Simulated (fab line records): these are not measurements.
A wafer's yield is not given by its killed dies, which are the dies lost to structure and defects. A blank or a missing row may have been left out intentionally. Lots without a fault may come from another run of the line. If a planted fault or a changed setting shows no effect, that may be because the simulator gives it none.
One fault seen from 2 desks | flow rit cmos | every desk sees just its own numbers, and what lay behind them comes last

== TOOL OWNER'S DESK, lpcvd-02 ==
The tool's own readings at RIT_SPACER_CVD_03 (deposits Si3N4 from SiH2Cl2/NH3, target thk 250 nm, time 3300 s): means of the sampled wafers that have a number, for each lot that ran on this tool. A lot is out of limits, marked OUT, if its mean lies more than 4 standard deviations from the usual mean; the brackets give that distance.
Columns: A = nh3 flow sccm at RIT_SPACER_CVD_03, usual 149.9 sccm; B = spike tc source C at RIT_SPACER_CVD_03, usual 831.7 C; C = susceptor temp C at RIT_SPACER_CVD_03, usual 809.9 C
lot  | first seen here | A     | B     | C
L915 | day 4 09:31     | 150.0 | 831.0 | 810.2
L918 | day 4 23:52     | 150.2 | 831.6 | 809.9
L920 | day 5 16:55     | 149.9 | 832.1 | 809.7
L922 | day 6 02:11     | 149.4 | 831.8 | 809.7
L928 | day 7 05:31     | 150.6 | 832.0 | 810.3
L931 | day 7 16:22     | 149.8 | 830.9 | 809.9
This desk's finding: nothing out of limits on any of the 6 lots.

== FROM THE METROLOGY DESK ==
Lot by lot, what the gauges showed, no matter which tool ran the lot: averages of those sampled wafers that carry a number. A lot is out of limits, marked OUT, if its mean lies more than 4 standard deviations from the usual mean; the brackets give that distance.
Columns: A = GATE_OXIDE_THK at RIT_GATE_THK_MEAS_07, usual 3.01 nm; B = SPACER_NITRIDE_THK at RIT_SPACER_THK_MEAS_04, usual 250.7 nm
lot  | first seen here | A    | B
L909 | day 2 14:12     | 2.95 | 250.3
L910 | day 2 21:08     | 2.95 | 249.2
L911 | day 3 00:32     | 3.01 | 251.3
L913 | day 3 10:45     | 3.08 | 251.8
L914 | day 3 17:19     | 2.89 | 249.9
L915 | day 3 23:43     | 2.97 | 250.9
L916 | day 4 02:49     | 3.05 | 248.2
L918 | day 4 13:08     | 3.02 | 248.5
L920 | day 5 03:14     | 2.99 | 251.2
L922 | day 5 13:40     | 3.05 | 255.1
L921 | day 5 13:41     | 2.95 | 251.7
L928 | day 6 17:55     | 2.98 | 194.1 (-27) OUT
L931 | day 7 05:56     | 3.09 | 252.1
This desk's result: L928 out of limits, first on L928 (SPACER_NITRIDE_THK at RIT_SPACER_THK_MEAS_04), day 7 07:25. L909, L910, L911, L913, L914, L915, L916, L918, L920, L922, L921, L931 stayed within limits.

== TAKEN TOGETHER ==
On L928, the metrology desk was in a position to raise an alarm at day 7 07:25.
The tool owner's desk saw nothing out of limits.
On record at the tool owner's desk: L928, within its limits.
On lpcvd-02, each named lot ran RIT_SPACER_CVD_03.

== WHAT WAS PUT IN BY THE SIMULATOR ==
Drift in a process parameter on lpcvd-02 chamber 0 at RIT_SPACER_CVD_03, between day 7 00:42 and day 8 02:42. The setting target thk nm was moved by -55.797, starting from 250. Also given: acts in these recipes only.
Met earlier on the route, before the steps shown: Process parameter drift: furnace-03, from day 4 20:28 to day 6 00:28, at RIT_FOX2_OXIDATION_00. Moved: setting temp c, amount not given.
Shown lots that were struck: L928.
Delay in hours, fault start to first out-of-limits reading, per desk: metrology desk 7.
